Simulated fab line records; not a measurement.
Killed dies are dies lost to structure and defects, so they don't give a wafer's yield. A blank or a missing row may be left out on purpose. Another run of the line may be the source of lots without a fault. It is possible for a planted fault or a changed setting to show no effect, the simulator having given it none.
Split-lot trial | flow berkeleyCmos170 | on a route of 331 steps: 5 lots, 23 wafers read

== SPLIT DETAILS ==
At UCB170_M3_SPUTTER_01 (material Al, target thk 900 nm, time 120 s), the setting powerW was moved away from the recipe's 6000 W on 8 of the 23 wafers read, by +8.1% to +10.9%. For the rest of the wafers, this setting stayed at what the recipe calls for.

== BETWEEN THE SPLIT AND THE READING: the file shows 1 step in between ==
- UCB170_M3_RS_MEAS_02: measures by four-point-probe

== THE READING ==
M3_AL_THK, in nm, at UCB170_M3_THK_MEAS_03 (measures by xrf). Typical for fault-free wafers on this fab line: 881 nm, with standard deviation 13 nm.

wafer  | tool, chamber at the split | powerW as run, W | against the recipe | M3_AL_THK, nm | against lot-mates on the recipe
L074.1 | pvdSputter-02, -           | 6000             | recipe             | 878           | -
L074.5 | pvdSputter-02, -           | 6000             | recipe             | 872           | -
L074.6 | pvdSputter-02, -           | 6000             | recipe             | 875           | -
L075.1 | pvdSputter-02, -           | 6000             | recipe             | 878           | -
L075.2 | pvdSputter-02, -           | 6000             | recipe             | 879           | -
L075.4 | pvdSputter-02, -           | 6000             | recipe             | 877           | -
L075.5 | pvdSputter-02, -           | 6000             | recipe             | 874           | -
L075.6 | pvdSputter-02, -           | 6000             | recipe             | 876           | -
L078.1 | pvdSputter-02, -           | 6000             | recipe             | 895           | -
L078.2 | pvdSputter-02, -           | 6000             | recipe             | 870           | -
L078.3 | pvdSputter-02, -           | 6616             | +10.3%             | 974           | +90
L078.4 | pvdSputter-02, -           | 6000             | recipe             | 886           | -
L078.6 | pvdSputter-02, -           | 6616             | +10.3%             | 979           | +95
L080.1 | pvdSputter-01, -           | 6487             | +8.1%              | 956           | +66
L080.2 | pvdSputter-01, -           | 6000             | recipe             | 890           | -
L080.3 | pvdSputter-01, -           | 6487             | +8.1%              | 957           | +68
L080.5 | pvdSputter-01, -           | 6487             | +8.1%              | 948           | +58
L080.6 | pvdSputter-01, -           | 6000             | recipe             | 889           | -
L085.1 | pvdSputter-03, -           | 6655             | +10.9%             | 989           | +93
L085.3 | pvdSputter-03, -           | 6000             | recipe             | 893           | -
L085.4 | pvdSputter-03, -           | 6655             | +10.9%             | 1000          | +104
L085.5 | pvdSputter-03, -           | 6655             | +10.9%             | 982           | +86
L085.6 | pvdSputter-03, -           | 6000             | recipe             | 899           | -

THE FIT
A straight line over all 23 wafers: M3_AL_THK changes by +9.46 nm for each +1% of powerW; r = +0.98; the points scatter about the line by 8.6 nm.
The same after taking each lot's own level away (the mean of its wafers on the recipe; 23 wafers): +8.59 nm for each +1%; r = +0.99; scatter 5.9 nm.
On that fit, the largest move of powerW shifts the reading by 94 nm.
Measured against the standard deviation above, the lots' own levels, which go from 875.0 to 896.0 nm, span 1.6 times it.
So the lot-to-lot level changes the slope: the two fits differ.
Check: with one of the wafers moved furthest among these (+10.9%) left out of the fit, the line predicts +93.6 nm for it against its lot-mates. It came out at +93 nm against them.

== THE WHOLE CHAIN: every reading that the file lists as answering this split, in the file's order ==
step                  | what it does                               | reading                                                                    | change (the file's fit)               | r (the file's)
UCB170_M3_SPUTTER_01  | material Al, target thk 900 nm, time 120 s | Al_of_M3_SPUTTER_01.thkNm (the simulator's own value, which no gauge read) | +8.69 nm for each +1% of the setting  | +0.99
UCB170_M3_RS_MEAS_02  | measures by four-point-probe               | M3_AL_RS                                                                   | -0.000285 for each +1% of the setting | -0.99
UCB170_M3_THK_MEAS_03 | measures by xrf                            | M3_AL_THK                                                                  | +8.63 for each +1% of the setting     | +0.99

== FILE'S OWN FIT ==
M3_AL_THK changes by +8.63 nm for each +1% of powerW, r = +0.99.
